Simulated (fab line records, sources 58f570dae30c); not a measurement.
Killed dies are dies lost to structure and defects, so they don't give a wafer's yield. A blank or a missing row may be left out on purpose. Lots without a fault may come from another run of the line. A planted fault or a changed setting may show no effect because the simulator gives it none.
One fault seen from 2 desks | flow berkeley_cmos170 | each desk has only its own numbers; what lay behind them comes last

THE TOOL OWNER'S DESK: rie_diel-01
The tool's own readings at UCB170_V2_ETCH_14 (etches SiO2 in CHF3/CF4/Ar, stops on Al, target depth 1250 nm, time 291 s): means of the sampled wafers that have a number, for each lot that ran on this tool. A lot is out of limits, marked OUT, if its mean lies more than 4 standard deviations from the usual mean; the brackets give that distance.
Columns: A = drypump_motor_current_A at UCB170_V2_ETCH_14, usual 5.80 A; B = oes_product_au at UCB170_V2_ETCH_14, usual 0.880 a.u.; C = rf_fwd_power_W at UCB170_V2_ETCH_14, usual 698.4 W; D = throttle_valve_pct at UCB170_V2_ETCH_14, usual 7.02 %
lot  | first seen here | A    | B     | C     | D
L977 | day 8 03:55     | 5.78 | 0.882 | 696.6 | 7.01
L981 | day 9 03:53     | 5.68 | 0.837 | 697.3 | 6.99
L984 | day 9 08:19     | 5.68 | 0.841 | 697.3 | 6.99
This desk's finding: nothing out of limits on any of the 3 lots.

THE METROLOGY DESK
What the gauges read, lot by lot, whatever tool the lot ran on: means of the sampled wafers that have a number. A lot is out of limits, marked OUT, if its mean lies more than 4 standard deviations from the usual mean; the brackets give that distance.
Columns: A = V2_BOW at UCB170_V2_BOW_MEAS_03, usual 36 um; B = V2_POLISHED_THK at UCB170_V2_THK_MEAS_04, usual 1018.0 nm; C = cd_nm at UCB170_V2_CD_MEAS_12, usual 699.8 nm; D = V2_OVL at UCB170_V2_OVL_MEAS_13, usual -4 nm; E = cd_nm at UCB170_V2_CD_MEAS_90, usual 699.4 nm
lot  | first seen here | A  | B      | C     | D  | E
L977 | day 8 02:29     | 33 | 1018.3 | 696.8 | -6 | 697.1
L981 | day 9 02:25     | 35 | 1018.2 | 699.5 | -5 | 700.5
L984 | day 9 06:13     | 30 | 1018.1 | 699.7 | -5 | 701.6
L990 | day 10 22:37    | 40 | 1017.8 | 701.4 | -8 | 701.7
L992 | day 10 23:27    | 38 | 1019.3 | 699.8 | -2 | 699.6
L994 | day 11 22:53    | 40 | 1018.2 | 698.2 | -5 | 698.4
This desk's finding: nothing out of limits on any of the 6 lots.

PUT TOGETHER
The tool owner's desk saw nothing out of limits.
The metrology desk saw nothing out of limits.

WHAT THE SIMULATOR HAD PUT IN
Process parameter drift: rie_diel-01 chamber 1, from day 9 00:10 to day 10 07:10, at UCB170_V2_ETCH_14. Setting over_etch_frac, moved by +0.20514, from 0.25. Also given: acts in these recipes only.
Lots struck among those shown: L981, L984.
